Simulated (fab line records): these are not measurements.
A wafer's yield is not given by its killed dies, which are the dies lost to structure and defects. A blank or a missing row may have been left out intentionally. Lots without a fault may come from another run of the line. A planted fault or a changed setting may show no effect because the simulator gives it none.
A single fault, viewed from 2 desks :: flow berkeley-cmos170 :: only its own numbers are on each desk; what lay behind them is given at the end

## AT THE TOOL OWNER'S DESK: lpcvd-02
The tool's own readings at UCB170_ACTIVE_CVD_05 (deposits Si3N4 from SiH2Cl2/NH3, target thk 220 nm, time 3300 s): means of the sampled wafers that have a number, for each lot that ran on this tool. A lot is out of limits, marked OUT, if its mean lies more than 4 standard deviations from the usual mean; the brackets give that distance.
Columns: A = sih2cl2-flow-sccm at UCB170_ACTIVE_CVD_05, usual 25.00 sccm; B = zone-power-load-pct at UCB170_ACTIVE_CVD_05, usual 19.1 %
lot: L473
first seen here: day 4 16:00
A: 25.09
B: 19.2

lot: L474
first seen here: day 4 16:00
A: 25.01
B: 16.1

lot: L475
first seen here: day 5 07:00
A: 25.00
B: 16.2

lot: L476
first seen here: day 5 07:00
A: 24.95
B: 16.1

lot: L477
first seen here: day 5 07:00
A: 25.01
B: 16.1

lot: L478
first seen here: day 6 06:07
A: 24.98
B: 16.0

lot: L479
first seen here: day 6 06:07
A: 24.98
B: 16.1

lot: L480
first seen here: day 6 06:07
A: 25.09
B: 19.4

lot: L489
first seen here: day 7 13:11
A: 24.87
B: 19.5

lot: L492
first seen here: day 8 18:48
A: 25.08
B: 19.4

lot: L493
first seen here: day 9 04:53
A: 24.96
B: 16.0
This desk's verdict: no lot among the 11 shows anything out of limits.

## METROLOGY DESK
Lot by lot, what the gauges showed, no matter which tool ran the lot: averages of those sampled wafers that carry a number. A lot is out of limits, marked OUT, if its mean lies more than 4 standard deviations from the usual mean; the brackets give that distance.
Columns: A = ACTIVE_NITRIDE_THK at UCB170_ACTIVE_THK_MEAS_06, usual 220.5 nm; B = GATE_OXIDE_THK at UCB170_GATE_THK_MEAS_02, usual 6.60 nm; C = PSD_OVL at UCB170_PSD_OVL_MEAS_07, usual 0 nm
lot: L473
first seen here: day 4 17:55
A: 221.7
B: 6.53
C: 2

lot: L474
first seen here: day 4 17:55
A: 221.2
B: 6.56
C: -4

lot: L475
first seen here: day 5 08:55
A: 222.2
B: 6.34
C: 0

lot: L476
first seen here: day 5 08:55
A: 220.6
B: 6.56
C: 2

lot: L477
first seen here: day 5 08:55
A: 222.0
B: 6.54
C: -8

lot: L480
first seen here: day 6 08:02
A: 224.8
B: 6.43
C: 4

lot: L479
first seen here: day 6 08:02
A: 222.5
B: 6.59
C: -3

lot: L478
first seen here: day 6 08:06
A: 217.0
B: 6.56
C: 9

lot: L483
first seen here: day 6 13:54
A: 218.8
B: 6.57
C: 5

lot: L485
first seen here: day 7 08:42
A: 217.6
B: 6.67
C: -2

lot: L489
first seen here: day 7 15:09
A: 222.7
B: 6.89
C: -1

lot: L492
first seen here: day 8 20:43
A: 299.6 (+38) OUT
B: -
C: -

lot: L493
first seen here: day 9 06:48
A: 301.6 (+39) OUT
B: -
C: -

lot: L495
first seen here: day 9 13:35
A: 218.6
B: 6.85
C: 2
This desk finds L492, L493 out of limits, with the earliest case on L492 at day 8 20:43 (ACTIVE_NITRIDE_THK at UCB170_ACTIVE_THK_MEAS_06). Within limits: L473, L474, L475, L476, L477, L480, L479, L478, L483, L485, L489, L495.

## TAKEN TOGETHER
L492, L493 would have let the metrology desk raise an alarm at day 8 20:43.
The desk of the tool owner found nothing out of limits.
The tool owner's desk has L492, L493 on record, within its limits.
On lpcvd-02, each named lot ran UCB170_ACTIVE_CVD_05.

## WHAT THE SIMULATOR HAD PUT IN
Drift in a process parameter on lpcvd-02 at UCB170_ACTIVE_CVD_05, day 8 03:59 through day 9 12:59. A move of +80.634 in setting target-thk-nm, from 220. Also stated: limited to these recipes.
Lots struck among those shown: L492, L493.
Time in hours between the start of the fault and the first out-of-limits reading at each desk: metrology desk, 17.
